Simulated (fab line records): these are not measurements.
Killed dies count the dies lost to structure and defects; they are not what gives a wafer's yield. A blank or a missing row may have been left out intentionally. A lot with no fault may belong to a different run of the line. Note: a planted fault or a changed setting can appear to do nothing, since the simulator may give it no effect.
Which tool was responsible? / flow berkeley cmos170 / 21 wafers from 7 lots sampled at 2 of the route's 331 steps

== WHAT EACH GAUGE READ, for each wafer ==
UCB170_PLDD_OVL_MEAS_07.
lot=L471; measured=day 7 12:32; on=overlay-01; PLDD_OVL (nm)=-4 -5 -1
lot=L474; measured=day 8 03:02; on=overlay-01; PLDD_OVL (nm)=9 11 12
lot=L479; measured=day 9 00:32; on=overlay-02; PLDD_OVL (nm)=-2 -2 -1
lot=L477; measured=day 9 01:06; on=overlay-02; PLDD_OVL (nm)=6 4 6
lot=L483; measured=day 10 00:15; on=overlay-02; PLDD_OVL (nm)=320 319 317
lot=L487; measured=day 10 10:20; on=overlay-02; PLDD_OVL (nm)=318 319 317
lot=L490; measured=day 11 11:04; on=overlay-02; PLDD_OVL (nm)=316 316 308

== WHICH TOOL RAN EACH LOT (tool, then ch and the chambers of the sampled wafers, then the start) ==
lot=L471; UCB170_PLDD_EXPOSE_03=krf scanner-02 ch 0, day 7 12:02
lot=L474; UCB170_PLDD_EXPOSE_03=krf scanner-01 ch 0, day 8 02:04
lot=L479; UCB170_PLDD_EXPOSE_03=krf scanner-01 ch 0, day 8 23:54
lot=L477; UCB170_PLDD_EXPOSE_03=krf scanner-01 ch 0, day 9 00:35
lot=L483; UCB170_PLDD_EXPOSE_03=krf scanner-02 ch 0, day 9 23:46
lot=L487; UCB170_PLDD_EXPOSE_03=krf scanner-02 ch 0, day 10 09:26
lot=L490; UCB170_PLDD_EXPOSE_03=krf scanner-02 ch 0, day 11 10:35
- UCB170_PLDD_EXPOSE_03: exposes mask PSELECT, target cd 1200 nm.

== THE ANSWER, worked out from the rows above alone ==
Rule: the usual values come from the lots themselves. The widest of any qualifying gaps counts: lots, ordered by their means at a reading, are off when they make up no more than a third of the lots, leave a main group of 4 or more, and stand apart from it by 3 or more times the standard deviation of that group's means. Not used: any main group whose means are identical at the precision the tables above print for the reading. Also off: a lot with no number at a reading for which 4 or more lots have one. The other lots that the step has rows for count as sound.
Across all readings shown, no lot is off: no conclusion can be drawn from this.

== WHAT THE SIMULATOR HAD PUT IN ==
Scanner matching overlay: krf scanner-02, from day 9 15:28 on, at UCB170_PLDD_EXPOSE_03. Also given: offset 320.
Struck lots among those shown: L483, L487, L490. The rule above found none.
